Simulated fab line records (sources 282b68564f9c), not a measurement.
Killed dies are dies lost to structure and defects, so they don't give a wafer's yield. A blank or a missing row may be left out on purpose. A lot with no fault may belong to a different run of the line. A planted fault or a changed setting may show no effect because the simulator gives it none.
A single fault, viewed from 2 desks -- flow rit-cmos -- each desk holds nothing but its own numbers, with what lay behind them at the end

== FOR THE TOOL OWNER'S DESK: iline-stepper-01 ==
The tool's own readings at RIT_CONTACT_EXPOSE_05 (exposes mask M11, target cd 1000 nm): means of the sampled wafers that have a number, for each lot that ran on this tool. The brackets show how far a lot's mean lies from the usual mean; more than 4 standard deviations puts the lot out of limits, marked OUT.
Columns: A = reticle-temp-C at RIT_CONTACT_EXPOSE_05, usual 22.99 C
lot,first seen here,A
L702,day 3 18:22,23.00
L704,day 3 23:45,22.99
L710,day 5 04:46,23.07
L711,day 5 13:54,23.16
L717,day 6 15:02,22.91
L719,day 7 04:20,23.09
L720,day 7 06:28,23.06
L721,day 7 12:23,23.07
L722,day 7 18:09,23.08
This desk's finding: nothing out of limits on any of the 9 lots.

== AT THE METROLOGY DESK ==
Means of the sampled wafers that have a number, per lot and without regard to the tool the lot ran on: this is what the gauges read. The brackets show how far a lot's mean lies from the usual mean; more than 4 standard deviations puts the lot out of limits, marked OUT.
Columns: A = CONTACT_OVL at RIT_CONTACT_OVL_MEAS_09, usual -0.1 nm
lot,first seen here,A
L701,day 3 09:43,1.7
L702,day 3 18:59,-2.2
L704,day 4 00:23,-1.1
L705,day 4 08:23,1.1
L708,day 4 22:08,1.7
L709,day 5 01:18,-0.7
L710,day 5 05:23,0.6
L711,day 5 14:31,1.0
L712,day 5 18:49,-0.4
L714,day 6 04:07,0.6
L717,day 6 15:38,-1.5
L718,day 7 03:27,-1.0
L719,day 7 04:58,4.2
L720,day 7 07:15,4.5
L721,day 7 13:01,6.6 (+4.8) OUT
L722,day 7 18:47,5.1
Finding of this desk: L721 out of limits, first seen on L721 at day 7 13:01 (CONTACT_OVL at RIT_CONTACT_OVL_MEAS_09). Within limits: L701, L702, L704, L705, L708, L709, L710, L711, L712, L714, L717, L718, L719, L720, L722.

== TAKEN TOGETHER ==
At day 7 13:01 the metrology desk could have sounded an alarm, on L721.
The tool owner's desk saw nothing out of limits.
The tool owner's desk has L721 on record, within its limits.
All the named lots went through RIT_CONTACT_EXPOSE_05 on iline-stepper-01.

== WHAT THE SIMULATOR PUT IN ==
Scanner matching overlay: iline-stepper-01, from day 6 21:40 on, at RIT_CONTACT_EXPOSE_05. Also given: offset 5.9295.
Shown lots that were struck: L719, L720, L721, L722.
Time in hours between the start of the fault and the first out-of-limits reading at each desk: metrology desk, 15.
